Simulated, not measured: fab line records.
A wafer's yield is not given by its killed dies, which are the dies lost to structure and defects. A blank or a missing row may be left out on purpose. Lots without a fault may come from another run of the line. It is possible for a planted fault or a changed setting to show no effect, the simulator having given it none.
A lot that was struck, set against a sound lot    flow ritCmos    14 out of 202 route steps
Sound: these wafers, L391.1, L391.4, L391.5. Struck: wafer L405.3 (left out: L405.6, a lot-mate that was not struck); the cause follows at the end.
Order at every step that has rows: each side's tool, ch and its chambers, its first start. Under that, the readings that differ: sound wafers    struck wafers    difference of the means    sigmas: that difference in standard deviations of wafers without a fault.
alike: same words and numbers on both sides, and readings whose means sit less than 2 such deviations apart. not compared: any withheld reading, any reading some wafer has no value for, any bound like >300 that may hide the same value, and any number with overlapping values for which the record gives no deviation.
A row with sigmas, a row that says differs or no value, or rows on one side alone: a step with any of these is where the two part. Numbers that have no deviation but don't overlap get no sigmas and don't part them. A reading that every wafer of one side lacks parts them only if that side has two wafers or more.

first, 2 steps without rows for these wafers: RIT_PLDD_PEB_04; RIT_PLDD_DEVELOP_05 (develop time 50 s).
RIT_PLDD_OVL_MEAS_06:
  sound: overlay-02 at day 3 22:05; struck: overlay-02 at day 6 10:52
  alike: PLDD_OVL
then, 2 steps without rows for these wafers: RIT_PLDD_HARDBAKE_07 (time 60 s); RIT_PLDD_IMPLANT_08.
RIT_PLDD_STRIP_09: strips in O2, time 180 s.
  sound on plasmaAsher-03 ch 1, day 3 22:25; struck on plasmaAsher-01 ch 1, day 6 11:15
  alike: drypumpMotorCurrentA
  not compared: rfHoursCounterH
RIT_PLDD_TW_MEAS_10:
  sound: filmMetro-01 at day 3 22:35; struck: filmMetro-01 at day 6 11:23
reading  sound           struck  difference  sigmas
PLDD_TW  2338 2321 2331  2352    +22         +2
then, 4 steps without rows for these wafers: RIT_SPACER_CLEAN_00 (cleans in SC1, time 600 s); RIT_SPACER_CLEAN_01 (cleans in dHF, time 30 s); RIT_SPACER_CLEAN_02 (cleans in SC2, time 600 s); RIT_SPACER_CVD_03 (deposits Si3N4 from SiH2Cl2/NH3, target thk 250 nm, time 3300 s).
RIT_SPACER_THK_MEAS_04:
  sound: filmMetro-04 at day 4 00:56; struck: filmMetro-02 at day 6 13:46
  alike: SPACER_NITRIDE_THK
RIT_SPACER_ETCHBACK_05: etches Si3N4 in SF6/CHF3, stops on SiO2, target depth 250 nm, time 240 s.
  sound on rieDiel-03 ch 0,2, day 4 01:00; struck on rieDiel-01 ch 1, day 6 13:49
reading                                     sound              struck  difference  sigmas
model.poly-Si_of_GATE_CVD_08.thkNm (nm)     162.5 164.6 165.9  179.7   +15.4       
model.Si3N4_of_SPACER_CVD_03.thkNm (nm)     192.8 194.8 195    207.2   +13.0       
model.SiO2_of_FOX2_OXIDATION_00.thkNm (nm)  173.7 174.1 173.4  199.5   +25.8       
  alike: CHF3_flow_sccm, drypumpMotorCurrentA, oesProductAu, rfFwdPowerW, throttleValvePct
  not compared: rfHoursCounterH
then, 1 step without rows for these wafers: RIT_NSD_HMDS_00 (prime time 60 s).

WHERE THEY PART
Only at RIT_PLDD_TW_MEAS_10, as far as this record shows. Later steps at which nothing parts them and some readings are alike: RIT_SPACER_THK_MEAS_04, RIT_SPACER_ETCHBACK_05.

WHY: whatever the simulator had introduced
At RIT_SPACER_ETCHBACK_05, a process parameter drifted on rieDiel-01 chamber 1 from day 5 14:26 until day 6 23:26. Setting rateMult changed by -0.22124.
